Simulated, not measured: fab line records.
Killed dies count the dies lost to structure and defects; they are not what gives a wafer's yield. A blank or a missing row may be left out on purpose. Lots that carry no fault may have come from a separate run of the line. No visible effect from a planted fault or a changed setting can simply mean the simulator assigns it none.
fab line records -- flow rit_cmos
[record] lots = 15, wafers = 45, last_day = 7
route steps=202 shown PWELL@49 NRETRO@62 NLDD@109 SILICIDE@161
lots that met no fault: taken from a fault-free run of the same line
start_h: hours from the record's opening day to when the first of the lot's shown wafers began -- wait_h: time in hours since the lot's previous step -- " identical to the entry in the row above -- L1.1+2: one row covering several wafers at once -- - value missing, or start not given -- * or withheld: withheld -- < > ~ a bound
route shown NAME@n: a module of which the file shows steps, and the number in the route of the first -- usual: average and standard deviation across the fault-free wafers -- same: alike in all rows -- chamber/n: place in a boat -- sites: readings site by site -- _std_site: how widely they spread, as a standard deviation -- _edge_site: mean of outer sites minus mean of inner sites -- radius_mm: for every site, how far away it sits from the centre of the wafer -- mask NAME#n: copy n -- behind: tool/chamber where the wafer was last shaped -- hold: what put the lot on hold/how long, in hours/how the hold closed -- device: the transistor (n, p or np) that didn't switch -- end of line: the tests these same wafers got at the end of their route -- a step without rows: its recipe alone -- killed: dies that structure and defects cost at the first sort, which is not the same as the wafer's yield -- map: the dies of a wafer, with x for killed, . for not killed, _ for no die there
set.NAME: setting as actually run; set.NAME@STEP: the setting as run at that earlier step -- model.NAME: the simulator's own value behind a step, which no gauge read
route steps across a sampled set of lots; one table per step, one row per wafer
services: a tool's chamber out of use, with start hour (start_h, from the record's first day; less than 0 if before it), hours out, and reason
[[steps]]
[step RIT_PWELL_TW_MEAS_10]
[usual] PWELL_TW = 962/11
lot.wafer,tool,chamber,start_h,wait_h,PWELL_TW
L761.3,film_metro-01,-,22.60,0.1,946
L761.4,film_metro-01,-,22.60,0.1,946
L761.5,film_metro-01,-,22.60,0.1,943
L763.2,film_metro-01,-,32.59,0.1,941
L763.3,film_metro-01,-,32.59,0.1,939
L763.4,film_metro-01,-,32.59,0.1,937
L764.1,film_metro-04,-,37.64,0.1,965
L764.3,film_metro-04,-,37.64,0.1,965
L764.6,film_metro-04,-,37.64,0.1,963
L767.4,film_metro-03,-,52.76,0.1,975
L767.5,film_metro-03,-,52.76,0.1,969
L767.6,film_metro-03,-,52.76,0.1,970
L770.1,film_metro-03,-,75.74,0.1,974
L770.4,film_metro-03,-,75.74,0.1,975
L770.5,film_metro-03,-,75.74,0.1,976
L772.1,film_metro-04,-,80.26,0.1,953
L772.3,film_metro-04,-,80.26,0.1,958
L772.5,film_metro-04,-,80.26,0.1,957
L773.1,film_metro-03,-,83.65,0.1,972
L773.3,film_metro-03,-,83.65,0.1,973
L773.5,film_metro-03,-,83.65,0.1,972
L774.3,film_metro-04,-,88.94,0.1,956
L774.4,film_metro-04,-,88.94,0.1,959
L774.5,film_metro-04,-,88.94,0.1,961
L776.1,film_metro-01,-,99.68,0.1,955
L776.5,film_metro-01,-,99.68,0.1,958
L776.6,film_metro-01,-,99.68,0.1,954
L777.3,film_metro-04,-,102.70,0.1,960
L777.4,film_metro-04,-,102.70,0.1,958
L777.5,film_metro-04,-,102.70,0.1,965
L778.3,film_metro-03,-,108.94,0.1,973
L778.5,film_metro-03,-,108.94,0.1,977
L778.6,film_metro-03,-,108.94,0.1,971
L779.2,film_metro-03,-,113.87,0.1,970
L779.4,film_metro-03,-,113.87,0.1,971
L779.6,film_metro-03,-,113.87,0.1,978
L780.3,film_metro-03,-,119.98,0.1,967
L780.4,film_metro-03,-,119.98,0.1,974
L780.5,film_metro-03,-,119.98,0.1,974
L781.1,film_metro-04,-,122.73,0.1,959
L781.2,film_metro-04,-,122.73,0.1,959
L781.5,film_metro-04,-,122.73,0.1,960
L782.1,film_metro-04,-,128.94,0.1,957
L782.4,film_metro-04,-,128.94,0.1,960
L782.6,film_metro-04,-,128.94,0.1,957
[step RIT_NRETRO_STRIP_09]
[recipe] chemistry = O2, time_s = 180, resist = NOVOLAK, platen_temp_c = withheld, power_w = 500, pressure_mtorr = 4000, o2_flow_sccm = 4000
[usual] drypump_motor_current_A = 5.8/0.39
[same] time_s = 180
lot.wafer,tool,chamber,start_h,wait_h,drypump_motor_current_A,rf_hours_counter_h
L761.3,plasma_asher-01,1,29.46,0.1,6.2,-
L761.4,plasma_asher-01,0,29.46,0.1,6.2,-
L761.5,plasma_asher-01,1,29.46,0.1,6.2,-
L763.2,plasma_asher-02,0,39.28,0.1,5.4,26
L763.3,plasma_asher-02,1,39.28,0.1,5.4,-
L763.4,plasma_asher-02,0,39.28,0.1,5.5,-
L764.1,plasma_asher-02,0,45.02,0.1,5.4,26
L764.3,plasma_asher-02,0,45.02,0.1,5.5,-
L764.6,plasma_asher-02,1,45.02,0.1,5.4,-
L767.4,plasma_asher-01,0,60.46,0.1,6.2,-
L767.5,plasma_asher-01,0,60.46,0.1,6.2,-
L767.6,plasma_asher-01,1,60.46,0.1,6.2,-
L770.1,plasma_asher-03,1,83.79,0.1,5.4,43
L770.4,plasma_asher-03,1,83.79,0.1,5.4,-
L770.5,plasma_asher-03,1,83.79,0.1,5.4,-
L772.1,plasma_asher-01,1,87.97,0.1,6.2,43
L772.3,plasma_asher-01,1,87.97,0.1,6.2,-
L772.5,plasma_asher-01,1,87.97,0.1,6.2,-
L773.1,plasma_asher-03,1,90.35,0.1,5.4,44
L773.3,plasma_asher-03,0,90.35,0.1,6.1,-
L773.5,plasma_asher-03,1,90.35,0.1,5.4,-
L774.3,plasma_asher-01,1,95.94,0.1,6.2,-
L774.4,plasma_asher-01,0,95.94,0.1,6.2,-
L774.5,plasma_asher-01,1,95.94,0.1,6.2,-
L776.1,plasma_asher-02,1,106.38,0.1,5.4,31
L776.5,plasma_asher-02,0,106.38,0.1,5.4,-
L776.6,plasma_asher-02,1,106.38,0.1,5.4,-
L777.3,plasma_asher-02,0,109.45,0.1,5.4,-
L777.4,plasma_asher-02,1,109.45,0.1,5.4,-
L777.5,plasma_asher-02,1,109.45,0.1,5.4,-
L778.3,plasma_asher-02,1,115.74,0.1,5.4,-
L778.5,plasma_asher-02,1,115.74,0.1,5.4,-
L778.6,plasma_asher-02,0,115.74,0.1,5.4,-
L779.2,plasma_asher-03,1,120.88,0.1,5.4,48
L779.4,plasma_asher-03,0,120.88,0.1,6.1,-
L779.6,plasma_asher-03,1,120.88,0.1,5.4,-
L780.3,plasma_asher-03,1,126.87,0.1,5.4,-
L780.4,plasma_asher-03,0,126.87,0.1,6.1,-
L780.5,plasma_asher-03,1,126.87,0.1,5.4,-
L781.1,plasma_asher-02,1,130.22,0.1,5.4,35
L781.2,plasma_asher-02,0,130.22,0.1,5.4,35
L781.5,plasma_asher-02,0,130.22,0.1,5.4,-
L782.1,plasma_asher-03,1,135.77,0.1,5.4,50
L782.4,plasma_asher-03,1,135.77,0.1,5.4,-
L782.6,plasma_asher-03,0,135.77,0.1,6.1,-
[step RIT_NLDD_OVL_MEAS_06]
[usual] NLDD_OVL = -0.6/1.4
lot.wafer,tool,chamber,start_h,wait_h,NLDD_OVL[nm]
L761.3,overlay-02,-,41.20,-,-1.6
L761.4,overlay-02,-,41.20,-,-1.0
L761.5,overlay-02,-,41.20,-,-2.2
L763.2,overlay-02,-,50.98,-,-0.4
L763.3,overlay-02,-,50.98,-,0.8
L763.4,overlay-02,-,50.98,-,-0.7
L764.1,overlay-01,-,57.90,-,0.2
L764.3,overlay-01,-,57.90,-,-1.3
L764.6,overlay-01,-,57.90,-,-0.5
L767.4,overlay-02,-,77.73,-,-1.7
L767.5,overlay-02,-,77.73,-,-1.9
L767.6,overlay-02,-,77.73,-,-2.5
L770.1,overlay-01,-,95.25,-,-1.5
L770.4,overlay-01,-,95.25,-,-1.4
L770.5,overlay-01,-,95.25,-,-1.6
L772.1,overlay-02,-,102.75,-,1.1
L772.3,overlay-02,-,102.75,-,2.3
L772.5,overlay-02,-,102.75,-,2.5
L773.1,overlay-02,-,102.99,-,-0.4
L773.3,overlay-02,-,102.99,-,-1.7
L773.5,overlay-02,-,102.99,-,-1.1
L774.3,overlay-02,-,108.18,-,0.8
L774.4,overlay-02,-,108.18,-,0.8
L774.5,overlay-02,-,108.18,-,2.2
L776.1,overlay-02,-,117.49,-,-2.8
L776.5,overlay-02,-,117.49,-,-4.0
L776.6,overlay-02,-,117.49,-,-1.6
L777.3,overlay-01,-,120.77,-,0.9
L777.4,overlay-01,-,120.77,-,0.5
L777.5,overlay-01,-,120.77,-,1.4
L778.3,overlay-01,-,128.32,-,-1.5
L778.5,overlay-01,-,128.32,-,-0.7
L778.6,overlay-01,-,128.32,-,-1.8
L779.2,overlay-01,-,132.74,-,1.4
L779.4,overlay-01,-,132.74,-,0.7
L779.6,overlay-01,-,132.74,-,1.7
L780.3,overlay-02,-,138.40,-,-0.6
L780.4,overlay-02,-,138.40,-,0.2
L780.5,overlay-02,-,138.40,-,-0.4
L781.1,overlay-02,-,141.12,-,-0.4
L781.2,overlay-02,-,141.12,-,-0.8
L781.5,overlay-02,-,141.12,-,1.7
L782.1,overlay-01,-,147.79,-,1.4
L782.4,overlay-01,-,147.79,-,1.6
L782.6,overlay-01,-,147.79,-,1.0
[step RIT_SILICIDE_WET_ETCH_00]
[recipe] chemistry = BOE, target = SiO2, target_depth_nm = 14, time_s = 15, dry = n2_spin, dilution = 10:1, temp_c = 21.5
[usual] bath_heat_duty_pct = 1.6/0.38, temp_c = 21.51/0.099, time_s = 15/0
lot.wafer,tool,chamber,start_h,wait_h,bath_heat_duty_pct,temp_c,time_s
L761.3,wet_bench-01,3,49.77,0.1,0.9,21.52,15
L761.4,wet_bench-01,3,49.77,0.1,1.1,21.54,15
L761.5,wet_bench-01,3,49.77,0.1,0.7,21.48,15
L763.2,wet_bench-01,1,59.35,0.1,1.6,21.39,15
L763.3,wet_bench-01,1,59.35,0.1,1.4,21.48,15
L763.4,wet_bench-01,1,59.35,0.1,1.8,21.60,15
L764.1,wet_bench-02,3,66.56,0.1,0.7,21.47,15
L764.3,wet_bench-02,3,66.56,0.1,1.5,21.42,15
L764.6,wet_bench-02,3,66.56,0.1,1.2,21.57,15
L767.4,wet_bench-04,3,86.50,0.0,1.8,21.62,15
L767.5,wet_bench-04,3,86.50,0.0,1.2,21.66,15
L767.6,wet_bench-04,3,86.50,0.0,2.0,21.59,15
L770.1,wet_bench-04,3,103.51,0.1,2.1,21.52,15
L770.4,wet_bench-04,3,103.51,0.1,2.2,21.49,15
L770.5,wet_bench-04,3,103.51,0.1,2.2,21.56,15
L772.1,wet_bench-02,3,111.32,0.1,-,-,-
L772.3,wet_bench-02,3,111.32,0.1,-,-,-
L772.5,wet_bench-02,3,111.32,0.1,-,-,-
L773.1,wet_bench-02,0,113.40,0.1,-,-,-
L773.3,wet_bench-02,0,113.40,0.1,-,-,-
L773.5,wet_bench-02,0,113.40,0.1,-,-,-
L774.3,wet_bench-01,1,116.55,0.1,-,-,-
L774.4,wet_bench-01,1,116.55,0.1,-,-,-
L774.5,wet_bench-01,1,116.55,0.1,-,-,-
L776.1,wet_bench-04,2,125.84,0.1,2.0,21.46,15
L776.5,wet_bench-04,2,125.84,0.1,1.2,21.37,15
L776.6,wet_bench-04,2,125.84,0.1,1.8,21.51,15
L777.3,wet_bench-02,2,129.31,0.1,1.6,21.76,15
L777.4,wet_bench-02,2,129.31,0.1,2.1,21.45,15
L777.5,wet_bench-02,2,129.31,0.1,1.2,21.54,15
L778.3,wet_bench-02,3,136.94,0.1,1.7,21.55,15
L778.5,wet_bench-02,3,136.94,0.1,1.4,21.46,15
L778.6,wet_bench-02,3,136.94,0.1,1.4,21.63,15
L779.2,wet_bench-02,0,141.31,0.1,2.4,21.54,15
L779.4,wet_bench-02,0,141.31,0.1,2.0,21.40,15
L779.6,wet_bench-02,0,141.31,0.1,1.9,21.55,15
L780.3,wet_bench-04,2,147.07,0.1,2.0,21.48,15
L780.4,wet_bench-04,2,147.07,0.1,1.5,21.52,15
L780.5,wet_bench-04,2,147.07,0.1,0.8,21.48,15
L781.1,wet_bench-04,1,149.74,0.1,1.6,21.48,15
L781.2,wet_bench-04,1,149.74,0.1,1.9,21.44,15
L781.5,wet_bench-04,1,149.74,0.1,1.7,21.48,15
L782.1,wet_bench-02,3,156.16,0.1,1.5,21.58,15
L782.4,wet_bench-02,3,156.16,0.1,1.6,21.48,15
L782.6,wet_bench-02,3,156.16,0.1,1.6,21.70,15
[[services]]
tool,chamber,start_h,hours,kind
plasma_asher-02,-,67.41,14.6,pm
plasma_asher-01,-,89.01,4.5,repair
plasma_asher-01,-,108.92,9.0,pm
plasma_asher-01,0,108.92,9.0,vent_cycle
plasma_asher-01,1,108.92,9.0,vent_cycle
plasma_asher-01,0,117.92,-,clean
plasma_asher-01,1,117.92,-,clean
plasma_asher-01,-,121.35,15.5,repair
[[key]]
[first_sign] step = RIT_SILICIDE_WET_ETCH_00, reading = tool_record, direction = missing
effect none on later readings
met_at RIT_SILICIDE_WET_ETCH_00
struck_lots L772,L773,L774
later_rows_left_out L772.1,L772.3,L772.5,L773.1,L773.3,L773.5,L774.3,L774.4,L774.5
sort_left_out L772.1,L772.3,L772.5,L773.1,L773.3,L773.5,L774.3,L774.4,L774.5
tester_left_out L772,L773,L774
not_acting_at RIT_PWELL_TW_MEAS_10,RIT_NRETRO_STRIP_09,RIT_NLDD_OVL_MEAS_06
onset_between 66.56 111.32
[fault] kind = skipped_step_whole, tool = wet_bench-01,wet_bench-02, chamber = -, onset_h = 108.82, steps = RIT_SILICIDE_WET_ETCH_00, scope = struck_lots_only
// tester_left_out: of these lots the tester's yield and bins aren't shown, on N5 and GAA mostly nor the transistor test; their killed dies are dies lost to structure and defects alone, not to doping, threshold or leakage, so they don't give the yield
// sort_left_out: the simulated sort isn't trusted on such a fault, so these wafers' sort isn't shown, and their yield isn't known
// later_rows_left_out: the simulator's readings of these wafers behind a module that went badly wrong aren't trusted and aren't shown, but for the sort
